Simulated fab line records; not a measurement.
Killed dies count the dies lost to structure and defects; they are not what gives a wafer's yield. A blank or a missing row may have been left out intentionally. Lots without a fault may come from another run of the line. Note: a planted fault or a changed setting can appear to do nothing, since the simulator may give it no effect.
A struck lot beside a sound one | flow rit_cmos | 15 steps out of a route of 202
Sound: wafers L395.1, L395.4, L395.6. Wafers struck: L408.1, L408.4, L408.6. The cause comes at the end.
For every step that has rows: the tool of each side, followed by ch and its chambers, followed by its first start. Under that, the readings that differ: sound wafers | struck wafers | difference of the means | sigmas: that difference in standard deviations of wafers without a fault.
alike: same words and numbers on both sides, and readings whose means sit less than 2 such deviations apart. not compared: any withheld reading, any reading some wafer has no value for, any bound like >300 that may hide the same value, and any number with overlapping values for which the record gives no deviation.
A row with sigmas, a row that says differs or no value, or rows on one side alone: a step with any of these is where the two part. When numbers do not overlap yet have no deviation, they are printed without sigmas and do not part them. A reading missing from all wafers of one side parts the sides only when that side holds two or more wafers.

first, 2 steps without rows for these wafers: RIT_PRETRO_HARDBAKE_07 (time 120 s); RIT_PRETRO_IMPLANT_08.
RIT_PRETRO_STRIP_09: strips in O2, time 180 s.
  sound on plasma_asher-01 ch 0,1, day 2 13:32; struck on plasma_asher-01 ch 0, day 5 04:57
  alike: drypump_motor_current_A
  not compared: rf_hours_counter_h
RIT_PRETRO_TW_MEAS_10:
  sound: film_metro-02 at day 2 13:43; struck: film_metro-01 at day 5 05:07
  reading   | sound             | struck            | difference | sigmas
  PRETRO_TW | 473.3 470.3 472.1 | 481.0 480.0 476.7 | +7.3       | +2
then, 5 steps without rows for these wafers: RIT_GATE_WET_ETCH_00 (etches SiO2 in BOE, target depth 56 nm, time 60 s); RIT_GATE_CLEAN_01 (cleans in SC1, time 600 s); RIT_GATE_CLEAN_02 (cleans in dHF, time 30 s); RIT_GATE_CLEAN_03 (cleans in SC2, time 600 s); RIT_GATE_CLEAN_04 (cleans in dHF, time 60 s).
RIT_FOX2_THK_MEAS_91:
  sound: film_metro-03 at day 2 14:13; struck: film_metro-01 at day 5 05:41
  alike: FIELD_OXIDE_LEFT_2_THK
then, 2 steps without rows for these wafers: RIT_GATE_OXIDATION_05 (target thk 3 nm, ox time 270 s); RIT_GATE_ANNEAL_06 (time 600 s).
RIT_GATE_THK_MEAS_07:
  sound: film_metro-02 at day 2 16:01; struck: film_metro-02 at day 5 07:20
  reading             | sound          | struck         | difference | sigmas
  GATE_OXIDE_THK (nm) | 2.96 2.99 3.01 | 3.95 3.95 3.92 | +0.95      | +17
then, 1 step without rows for these wafers: RIT_GATE_CVD_08 (deposits poly-Si from SiH4, target thk 250 nm, time 2220 s).
RIT_M1_PROBE_99:
  sound: prober-01 at day 3 15:40; struck: prober-01 at day 6 07:36
  alike: killed_at_contacts, killed_at_front_end, killed_dies, killed_open, killed_short

## WHERE THEY PART
Earliest at RIT_PRETRO_TW_MEAS_10; latest, in this record, at RIT_GATE_THK_MEAS_07. Later steps at which nothing parts them and some readings are alike: RIT_M1_PROBE_99.

WHY: what the simulator had put in
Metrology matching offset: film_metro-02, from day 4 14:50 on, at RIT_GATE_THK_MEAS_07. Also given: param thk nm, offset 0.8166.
